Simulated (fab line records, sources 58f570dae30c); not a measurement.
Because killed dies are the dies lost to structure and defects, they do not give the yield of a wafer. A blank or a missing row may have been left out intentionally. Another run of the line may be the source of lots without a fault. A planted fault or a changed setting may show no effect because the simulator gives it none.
Comparing a struck lot with a sound one	flow berkeley-cmos170	14 out of 331 route steps
Sound: these wafers, L528.4, L528.5, L528.6. Wafers struck: L533.1, L533.2, L533.5. Last of all comes the cause.
Order at every step that has rows: each side's tool, ch and its chambers, its first start. Under that, the readings that differ: sound wafers	struck wafers	difference of the means	sigmas: that difference in standard deviations of wafers without a fault.
alike: words and numbers the same on both sides, and readings whose means are apart by under 2 such deviations; not compared: readings that were withheld, readings missing a value for some wafer, numbers with overlapping values and no deviation given by the record, and bounds like >300 which may hide the same value.
A row with sigmas, a row that says differs or no value, or rows on one side alone: a step with any of these is where the two part. Numbers that have no deviation but don't overlap get no sigmas and don't part them. A reading that every wafer of one side lacks parts them only if that side has two wafers or more.

first, 5 steps without rows for these wafers: UCB170_NWELL_WET_ETCH_18 (etches Si3N4 in H3PO4, time 14400 s); UCB170_NWELL_WET_ETCH_19 (etches SiO2 in BOE, time 22 s); UCB170_PWELL_CLEAN_00 (cleans in SPM, time 600 s); UCB170_PWELL_CLEAN_01 (cleans in dHF, time 60 s); UCB170_PWELL_OXIDATION_02 (target thk 26.4 nm, ox time 1260 s).
UCB170_PWELL_THK_MEAS_03:
  sound on film-metro-02, day 3 22:23; struck on film-metro-03, day 5 00:39
  alike: PWELL_OXIDE_THK
then, 2 steps without rows for these wafers: UCB170_PWELL_ANNEAL_04 (time 900 s); UCB170_PWELL_CVD_05 (deposits Si3N4 from SiH2Cl2/NH3, target thk 220 nm, time 3300 s).
UCB170_PWELL_THK_MEAS_06:
  sound on film-metro-03, day 4 06:53; struck on film-metro-02, day 5 09:07
  alike: PWELL_NITRIDE_THK
then, 3 steps without rows for these wafers: UCB170_PWELL_HMDS_07 (prime time 60 s); UCB170_PWELL_COAT_08 (resist thk 900 nm); UCB170_PWELL_SOFTBAKE_09 (time 60 s).
UCB170_PWELL_EXPOSE_10: exposes mask PWELL, target cd 3000 nm.
  sound on krf-scanner-02 ch 0, day 4 07:33; struck on krf-scanner-01, day 5 09:41
  no value came back on the struck wafers for exposure-dose-mJ-cm2, focus-offset-nm (nm); on the sound wafers exposure-dose-mJ-cm2 reads 18.987 19.020 18.985
  alike: mask
after that, 1 step had no rows for these wafers: UCB170_PWELL_PEB_11.

## WHERE THEY PART
Only at UCB170_PWELL_EXPOSE_10, as far as this record shows.

WHY: what the simulator had put in
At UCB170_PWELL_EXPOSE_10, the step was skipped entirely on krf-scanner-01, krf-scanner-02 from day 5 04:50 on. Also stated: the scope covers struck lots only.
